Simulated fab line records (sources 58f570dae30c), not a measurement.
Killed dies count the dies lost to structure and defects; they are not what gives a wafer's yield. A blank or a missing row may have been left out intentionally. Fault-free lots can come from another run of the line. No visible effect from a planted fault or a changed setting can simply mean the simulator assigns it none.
What tool caused it? + flow berkeleyCmos170 + 14 lots, 42 wafers sampled, at 5 steps of a route of 331

== WHAT THE GAUGES READ, wafer by wafer ==
UCB170_GATE_CD_MEAS_90: target cd 350 nm.
| lot  | measured     | on       | cdNm (nm)         |
|------|--------------|----------|-------------------|
| L958 | day 6 17:59  | cdSem-01 | 350.7 349.5 349.8 |
| L960 | day 7 00:34  | cdSem-01 | 350.7 349.5 350.6 |
| L961 | day 7 00:46  | cdSem-01 | 350.1 348.3 349.3 |
| L959 | day 7 01:01  | cdSem-02 | 352.3 353.3 351.2 |
| L963 | day 7 22:17  | cdSem-01 | 349.8 349.7 351.6 |
| L967 | day 8 09:49  | cdSem-01 | 351.1 350.2 349.7 |
| L974 | day 9 09:55  | cdSem-02 | 349.0 348.6 346.9 |
| L970 | day 9 10:38  | cdSem-02 | 350.7 352.2 350.2 |
| L975 | day 10 10:44 | cdSem-02 | 348.4 349.1 349.5 |
| L977 | day 10 10:59 | cdSem-02 | 348.9 349.0 349.2 |
| L978 | day 10 22:44 | cdSem-02 | 350.1 349.8 350.3 |
| L980 | day 10 22:47 | cdSem-01 | 349.7 346.7 348.8 |
| L979 | day 10 22:55 | cdSem-01 | 349.2 349.7 349.8 |
| L981 | day 11 07:01 | cdSem-02 | 347.1 347.6 346.8 |

UCB170_SPACER_THK_MEAS_01.
| lot  | measured     | on           | SPACER_TEOS_THK (nm) |
|------|--------------|--------------|----------------------|
| L958 | day 6 22:50  | filmMetro-03 | 363 368 377          |
| L960 | day 7 07:12  | filmMetro-01 | 376 381 383          |
| L961 | day 7 08:11  | filmMetro-03 | 373 381 380          |
| L959 | day 7 07:56  | filmMetro-02 | 365 376 372          |
| L963 | day 8 02:59  | filmMetro-01 | 369 379 382          |
| L967 | day 8 15:10  | filmMetro-01 | 401 404 407          |
| L974 | day 9 16:05  | filmMetro-01 | 369 371 374          |
| L970 | day 9 18:50  | filmMetro-01 | 394 402 405          |
| L975 | day 10 15:28 | filmMetro-01 | 373 375 382          |
| L977 | day 10 15:58 | filmMetro-01 | 369 370 377          |
| L978 | day 11 04:32 | filmMetro-01 | 374 373 366          |
| L980 | day 11 05:22 | filmMetro-01 | 379 369 371          |
| L979 | day 11 05:43 | filmMetro-03 | 365 374 379          |
| L981 | day 11 11:40 | filmMetro-03 | 372 376 372          |

UCB170_NSD_OVL_MEAS_07.
| lot  | measured     | on         | NSD_OVL (nm) |
|------|--------------|------------|--------------|
| L958 | day 7 07:19  | overlay-01 | 1 4 0        |
| L960 | day 7 16:14  | overlay-01 | -2 -4 -6     |
| L961 | day 7 16:02  | overlay-01 | 7 1 8        |
| L959 | day 7 16:20  | overlay-02 | -6 0 4       |
| L963 | day 8 12:11  | overlay-02 | -7 -8 -10    |
| L967 | day 8 23:06  | overlay-01 | -8 -1 2      |
| L974 | day 10 02:29 | overlay-01 | -2 -5 4      |
| L970 | day 10 02:36 | overlay-01 | 1 -12 10     |
| L975 | day 11 01:45 | overlay-01 | 0 -3 0       |
| L977 | day 11 02:17 | overlay-01 | -1 5 5       |
| L978 | day 11 15:49 | overlay-01 | 5 10 7       |
| L980 | day 11 16:10 | overlay-01 | 5 3 0        |
| L979 | day 11 15:56 | overlay-02 | 11 2 6       |
| L981 | day 11 22:58 | overlay-01 | -5 2 -5      |

== TOOL THAT RAN EACH LOT (tool first, then ch and the chambers of the sampled wafers, then the start) ==
| lot  | UCB170_SPACER_CVD_00            | UCB170_SPACER_ETCHBACK_03         |
|------|---------------------------------|-----------------------------------|
| L958 | pecvd-03 ch 0,1, day 6 22:47    | rieDiel-02 ch 0,1, day 7 03:11    |
| L960 | pecvd-02 ch 1,2, day 7 07:08    | rieDiel-02 ch 1,3, day 7 11:17    |
| L961 | pecvd-02 ch 0,1,2, day 7 08:09  | rieDiel-01 ch 1,2, day 7 11:17    |
| L959 | pecvd-03 ch 1,2, day 7 07:53    | rieDiel-03 ch 2,3, day 7 11:17    |
| L963 | pecvd-02 ch 1,2, day 8 02:56    | rieDiel-03 ch 0,3, day 8 08:21    |
| L967 | pecvd-03 ch 0,2, day 8 15:07    | rieDiel-03 ch 2,3, day 8 18:41    |
| L974 | pecvd-02 ch 0,1,2, day 9 16:01  | rieDiel-01 ch 0,2,3, day 9 21:53  |
| L970 | pecvd-03 ch 0,2, day 9 18:48    | rieDiel-02 ch 1,2, day 9 21:58    |
| L975 | pecvd-02 ch 0,1, day 10 15:25   | rieDiel-02 ch 0,1,3, day 10 21:24 |
| L977 | pecvd-04 ch 0,1,2, day 10 15:56 | rieDiel-01 ch 1,2,3, day 10 21:24 |
| L978 | pecvd-02 ch 0,1,2, day 11 04:28 | rieDiel-01 ch 0,2, day 11 12:38   |
| L980 | pecvd-02 ch 0,1, day 11 05:19   | rieDiel-03 ch 0,2,3, day 11 12:38 |
| L979 | pecvd-02 ch 0,2, day 11 05:40   | rieDiel-02 ch 1,2,3, day 11 12:38 |
| L981 | pecvd-02 ch 0,1,2, day 11 11:38 | rieDiel-03 ch 0,1, day 11 18:08   |
- UCB170_SPACER_CVD_00: deposits SiO2 from TEOS/O2, target thk 376 nm, time 47 s.
- UCB170_SPACER_ETCHBACK_03: etches SiO2 in CHF3/CF4/Ar, stops on Si, target depth 376 nm, time 100 s.

== AS READ BY THE TOOLS THEMSELVES (means over the sampled wafers that have a number; for cases with no such wafer, the mark the record gives instead) ==
UCB170_SPACER_CVD_00.
| lot  | tool     | heaterPowerW (W) | rfFwdPowerW (W) |
|------|----------|------------------|-----------------|
| L958 | pecvd-03 | 251              | 545.4           |
| L960 | pecvd-02 | 338              | 543.4           |
| L961 | pecvd-02 | 294              | 545.6           |
| L959 | pecvd-03 | 270              | 544.9           |
| L963 | pecvd-02 | 284              | 545.4           |
| L967 | pecvd-03 | 218              | 543.8           |
| L974 | pecvd-02 | 273              | 546.9           |
| L970 | pecvd-03 | 232              | 544.6           |
| L975 | pecvd-02 | 272              | 543.0           |
| L977 | pecvd-04 | 261              | 545.0           |
| L978 | pecvd-02 | 291              | 546.3           |
| L980 | pecvd-02 | 293              | 544.9           |
| L979 | pecvd-02 | 254              | 544.8           |
| L981 | pecvd-02 | 268              | 545.7           |

UCB170_SPACER_ETCHBACK_03.
| lot  | tool       | drypumpMotorCurrentA (A) | oesProductAu (a.u.) | rfFwdPowerW (W) | throttleValvePct (%) |
|------|------------|--------------------------|---------------------|-----------------|----------------------|
| L958 | rieDiel-02 | 5.8                      | 0.896               | 497.2           | 6.39                 |
| L960 | rieDiel-02 | 5.6                      | 0.905               | 496.6           | 6.41                 |
| L961 | rieDiel-01 | 5.8                      | 0.885               | 498.1           | 6.34                 |
| L959 | rieDiel-03 | 5.9                      | 0.901               | 496.3           | 6.36                 |
| L963 | rieDiel-03 | 5.3                      | 0.905               | 496.5           | 6.42                 |
| L967 | rieDiel-03 | 5.8                      | 0.952               | 494.5           | 6.43                 |
| L974 | rieDiel-01 | 6.2                      | 0.874               | 497.8           | 6.46                 |
| L970 | rieDiel-02 | 5.5                      | 0.949               | 496.4           | 6.51                 |
| L975 | rieDiel-02 | 5.8                      | 0.911               | 495.6           | 6.36                 |
| L977 | rieDiel-01 | 5.8                      | 0.880               | 497.5           | 6.39                 |
| L978 | rieDiel-01 | 6.2                      | 0.869               | 496.5           | 6.41                 |
| L980 | rieDiel-03 | 5.6                      | 0.904               | 495.0           | 6.39                 |
| L979 | rieDiel-02 | 5.5                      | 0.892               | 497.3           | 6.48                 |
| L981 | rieDiel-03 | 5.9                      | 0.881               | 499.0           | 6.35                 |

== THE ANSWER, worked out from the rows above alone ==
Rule: the usual values come from the lots themselves. Put in order of their means at a reading, lots are off if they are a third of the lots or fewer, leave a main group of 4 or more, and stand apart from it by a gap of 3 or more times the standard deviation of the main group's means; of several such gaps the widest counts. If all means in a main group match to the digits the tables above print for the reading, that group is not used. Also off: a lot with no number at a reading for which 4 or more lots have one. Where the step has rows for the other lots, those lots are counted as sound. Order of review: gauges by route order, followed by the tools' own readings, for which a lot's mean as printed above is used. At the first step where some lot is off, the reading lying furthest off is the one used; lots without a number count as furthest.
Off: L967, L970, seen at UCB170_SPACER_THK_MEAS_01 (SPACER_TEOS_THK). For the main group the mean is 374 nm and the standard deviation 3.2.
If a tool, at a process step before that reading, ran all the lots that are off and no sound lot after the first of them, it fits. Those tools and the gauges at UCB170_SPACER_THK_MEAS_01 are tried in the same way. One fits: pecvd-03 at UCB170_SPACER_CVD_00. A fault onset in the window from L959 (day 7 07:53, its last sound lot) to L967 (day 8 15:07, its first lot off) fits.

== WHAT THE SIMULATOR HAD INSERTED ==
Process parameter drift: pecvd-03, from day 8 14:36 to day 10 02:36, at UCB170_SPACER_CVD_00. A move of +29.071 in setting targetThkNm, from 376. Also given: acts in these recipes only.
Struck lots among those shown: L967, L970. The rule above found the same.
